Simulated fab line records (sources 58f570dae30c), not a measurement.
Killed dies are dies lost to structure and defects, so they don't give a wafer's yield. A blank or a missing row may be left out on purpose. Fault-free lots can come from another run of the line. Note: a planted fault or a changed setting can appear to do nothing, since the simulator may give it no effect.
2 desks, one fault || flow berkeleyCmos170 || what lay behind the numbers comes last; until then each desk has only its own

## DESK OF THE TOOL OWNER: pvdSputter-04
The tool's own readings at UCB170_M1_SPUTTER_00 (material Al, target thk 600 nm, time 80 s): means of the sampled wafers that have a number, for each lot that ran on this tool. If a lot's mean is further than 4 standard deviations from the usual mean, the lot is out of limits and carries the mark OUT (the distance appears in the brackets).
Columns: A = throttleValvePct at UCB170_M1_SPUTTER_00, usual 30.3 %
{"lot": "L133", "first seen here": "day 7 10:03", "A": 29.9}
{"lot": "L135", "first seen here": "day 7 22:10", "A": 31.2}
{"lot": "L140", "first seen here": "day 8 05:01", "A": 31.8}
{"lot": "L141", "first seen here": "day 9 05:42", "A": 30.9}
{"lot": "L145", "first seen here": "day 9 10:49", "A": 30.6}
This desk's verdict: no lot among the 5 shows anything out of limits.

## METROLOGY DESK
What the gauges read, lot by lot, whatever tool the lot ran on: means of the sampled wafers that have a number. If a lot's mean is further than 4 standard deviations from the usual mean, the lot is out of limits and carries the mark OUT (the distance appears in the brackets).
Columns: A = PSD_TW at UCB170_PSD_TW_MEAS_10, usual 2327; B = CONTACT_OVL at UCB170_CONTACT_OVL_MEAS_16, usual 0 nm; C = M1_AL_RS at UCB170_M1_RS_MEAS_01, usual 0.0486 ohm/sq; D = M1_AL_THK at UCB170_M1_THK_MEAS_02, usual 596 nm
{"lot": "L133", "first seen here": "day 6 21:14", "A": 2326, "B": 0, "C": 0.0485, "D": 593}
{"lot": "L134", "first seen here": "day 6 21:31", "A": 2320, "B": -0, "C": 0.0487, "D": 599}
{"lot": "L135", "first seen here": "day 7 11:32", "A": 2326, "B": 8, "C": 0.0490, "D": 594}
{"lot": "L140", "first seen here": "day 7 20:26", "A": 2331, "B": 7, "C": 0.0489, "D": 594}
{"lot": "L138", "first seen here": "day 7 20:40", "A": 2313, "B": -4, "C": 0.0484, "D": 595}
{"lot": "L142", "first seen here": "day 8 17:45", "A": 2353, "B": 1, "C": 0.0481, "D": 600}
{"lot": "L141", "first seen here": "day 8 18:28", "A": 2357, "B": -4, "C": "0.0631 (+30) OUT", "D": "505 (-15) OUT"}
{"lot": "L145", "first seen here": "day 9 01:22", "A": 2322, "B": -3, "C": "0.0787 (+61) OUT", "D": "409 (-30) OUT"}
{"lot": "L148", "first seen here": "day 9 10:07", "A": 2315, "B": -7, "C": 0.0498, "D": 582}
{"lot": "L146", "first seen here": "day 9 10:14", "A": 2326, "B": -5, "C": 0.0484, "D": 599}
{"lot": "L149", "first seen here": "day 9 19:17", "A": 2326, "B": 2, "C": 0.0483, "D": 605}
{"lot": "L151", "first seen here": "day 10 07:43", "A": 2311, "B": -3, "C": 0.0485, "D": 597}
{"lot": "L153", "first seen here": "day 10 11:38", "A": 2304, "B": 1, "C": 0.0485, "D": 593}
{"lot": "L155", "first seen here": "day 10 22:55", "A": 2329, "B": -6, "C": 0.0486, "D": 593}
This desk's finding: out of limits on L141, L145; first on L141, day 9 05:46 (M1_AL_RS at UCB170_M1_RS_MEAS_01). In limits: L133, L134, L135, L140, L138, L142, L148, L146, L149, L151, L153, L155.

## BROUGHT TOGETHER
At day 9 05:46 the metrology desk could have sounded an alarm, on L141, L145.
The tool owner's desk saw nothing out of limits.
On record at the tool owner's desk: L141, L145, within its limits.
UCB170_M1_SPUTTER_00 was run on pvdSputter-04 by each of the lots named.

## WHAT WAS PUT IN BY THE SIMULATOR
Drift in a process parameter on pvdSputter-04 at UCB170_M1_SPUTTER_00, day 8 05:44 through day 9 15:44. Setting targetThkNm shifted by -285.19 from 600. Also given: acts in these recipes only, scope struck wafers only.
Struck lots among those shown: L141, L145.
Time in hours between the start of the fault and the first out-of-limits reading at each desk: metrology desk, 24.
